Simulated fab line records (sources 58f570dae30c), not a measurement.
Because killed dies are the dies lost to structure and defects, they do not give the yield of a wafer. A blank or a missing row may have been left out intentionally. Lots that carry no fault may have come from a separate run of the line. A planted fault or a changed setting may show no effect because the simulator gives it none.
Chamber matching ; flow berkeley_cmos170 ; 4 sister chambers for UCB170_V1_CMP_02 on cmp-01
The step polishes SiO2. 4 wafers are shown with their chamber, then 8 later ones without.

## EACH WAFER AND ITS CHAMBER
wafer;chamber;motor_current_A (A)
L878.3;1;16.2
L881.2;2;18.4
L881.6;3;14.6
L888.2;0;14.7

## WAFERS WHOSE CHAMBER IS MISSING
wafer;motor_current_A (A)
L888.4;15.4
L888.5;16.8
L886.2;15.4
L886.3;18.8
L886.5;15.7
L892.1;16.0
L892.4;18.2
L892.5;17.6

## THE CHAMBER EACH PASSED THROUGH
wafer;from the rows above;in truth
L888.4;can't be placed: 0 or 1 or 3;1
L888.5;can't be placed: 1 or 2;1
L886.2;can't be placed: 0 or 1 or 3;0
L886.3;2;2
L886.5;can't be placed: 1 or 0 or 3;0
L892.1;can't be placed: 1 or 0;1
L892.4;2;2
L892.5;can't be placed: 2 or 1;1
Placed correctly: 2 of 8. From these rows, 6 cannot be placed; in 6 the true chamber is one of the candidates. Number placed wrongly: 0.
How it was worked out, from the rows above alone: a wafer's distance from a chamber is the root of the sum, over the readings, of the square of ((its reading less the chamber's mean) divided by the reading's scatter). The wafer belongs to the nearest chamber; if the next one is less than 2 further off, it can't be placed. A chamber's mean is the mean of its shown wafers. The scatter: with one shown wafer a chamber, the root of the mean of the squares of how far each hidden wafer lies from its nearest shown one.
